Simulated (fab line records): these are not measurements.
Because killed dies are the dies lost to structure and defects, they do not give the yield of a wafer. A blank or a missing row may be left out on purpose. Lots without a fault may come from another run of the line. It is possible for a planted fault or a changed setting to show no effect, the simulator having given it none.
Lot-split experiment | flow berkeley_cmos170 | 23 wafers read across 5 lots, on a route 331 steps long

== THE SPLIT ITSELF ==
At UCB170_M3_PEB_13, the setting peb_temp_c was moved away from the recipe's 130 C on 5 of the 23 wafers read, by -2.2% to -1.8%. For the rest of the wafers, this setting stayed at what the recipe calls for.

== FROM THE SPLIT TO THE READING: what the file shows between them, 5 steps ==
- UCB170_M3_DEVELOP_14: develop time 45 s
- UCB170_M3_CD_MEAS_15: target cd 700 nm
- UCB170_M3_ETCH_17: etches BARC in N2/H2
- UCB170_M3_METAL_ETCH_18: etches Al in Cl2/BCl3, stops on SiO2, target depth 1170 nm, time 195 s (also split here: icp_w)
- UCB170_M3_STRIP_19: strips in O2

== THE READING ==
cd_nm (nm) at UCB170_M3_CD_MEAS_90, where the cd target is 700 nm. On this fab line, fault-free wafers typically give 702 nm with a standard deviation of 3.4 nm.

wafer  | tool, chamber at the split | peb_temp_c as run, C | against the recipe | cd_nm, nm | against lot-mates on the recipe
L076.1 | litho_track-03, 0          | 130                  | recipe             | 707       | -
L076.2 | litho_track-03, 0          | 130                  | recipe             | 695       | -
L076.3 | litho_track-03, 0          | 130                  | recipe             | 698       | -
L076.5 | litho_track-03, 0          | 130                  | recipe             | 706       | -
L076.6 | litho_track-03, 0          | 130                  | recipe             | 699       | -
L075.2 | litho_track-03, 0          | 130                  | recipe             | 700       | -
L075.5 | litho_track-03, 0          | 130                  | recipe             | 702       | -
L075.6 | litho_track-03, 0          | 130                  | recipe             | 703       | -
L081.1 | litho_track-03, 0          | 130                  | recipe             | 704       | -
L081.3 | litho_track-03, 0          | 130                  | recipe             | 695       | -
L081.4 | litho_track-03, 0          | 130                  | recipe             | 702       | -
L081.5 | litho_track-03, 0          | 130                  | recipe             | 695       | -
L081.6 | litho_track-03, 0          | 130                  | recipe             | 697       | -
L084.2 | litho_track-03, 0          | 130                  | recipe             | 701       | -
L084.3 | litho_track-03, 0          | 127.7                | -1.8%              | 722       | +23
L084.4 | litho_track-03, 0          | 127.7                | -1.8%              | 721       | +22
L084.5 | litho_track-03, 0          | 130                  | recipe             | 697       | -
L084.6 | litho_track-03, 0          | 127.7                | -1.8%              | 717       | +18
L083.1 | litho_track-04, 0          | 130                  | recipe             | 701       | -
L083.2 | litho_track-04, 0          | 130                  | recipe             | 712       | -
L083.3 | litho_track-04, 0          | 127.1                | -2.2%              | 726       | +17
L083.4 | litho_track-04, 0          | 130                  | recipe             | 714       | -
L083.6 | litho_track-04, 0          | 127.1                | -2.2%              | 734       | +25

FIT RESULTS
A straight line over all 23 wafers: cd_nm changes by -11.7 nm for each +1% of peb_temp_c; r = -0.88; the points scatter about the line by 5.3 nm.
The same after taking each lot's own level away (the mean of its wafers on the recipe; 23 wafers): -10.6 nm for each +1%; r = -0.91; scatter 4.2 nm.
That fit puts the effect of the largest move of peb_temp_c on the reading at 24 nm.
Across the lots, their own levels run from 698.6 to 709.0 nm, a range of 3.1 times the standard deviation given above.
So the slope is not independent of the lot-to-lot level: the two fits are not the same.
Check: with one of the wafers moved furthest among these (-2.2%) left out of the fit, the line predicts +26 nm for it against its lot-mates. Against them it came out at +17 nm.

== OTHER SPLITS ON THESE WAFERS ==
Other splits were also applied to these wafers ahead of the reading. Each is held against what the fit with the lots' levels taken away leaves over:
other split on the same wafers     | wafers away from the commonest value | r with cd_nm (lot level and that fit taken away)
UCB170_SDANNEAL_RTA_01 time_s      | 8                                    | -0.12
UCB170_CONTACT_CVD_01 o2_flow_sccm | 18                                   | +0.14
UCB170_M3_METAL_ETCH_18 icp_w      | 7                                    | -0.31

== THE WHOLE CHAIN: every reading that the file lists as answering this split, in the file's order ==
step                    | what it does                                                           | reading                                                   | change (the file's fit)              | r (the file's)
UCB170_M3_CD_MEAS_15    | target cd 700 nm                                                       | cd_nm                                                     | -9.7 nm for each +1% of the setting  | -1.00
UCB170_M3_ETCH_17       | etches BARC in N2/H2                                                   | M3.cd_nm (the simulator's own value, which no gauge read) | -9.8 nm for each +1% of the setting  | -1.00
UCB170_M3_METAL_ETCH_18 | etches Al in Cl2/BCl3, stops on SiO2, target depth 1170 nm, time 195 s | M3.cd_nm (the simulator's own value, which no gauge read) | -10.3 nm for each +1% of the setting | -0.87
UCB170_M3_CD_MEAS_90    | target cd 700 nm                                                       | cd_nm                                                     | -10.3 nm for each +1% of the setting | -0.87

== FILE'S OWN FIT ==
cd_nm changes by -10.3 nm for each +1% of peb_temp_c, r = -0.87.
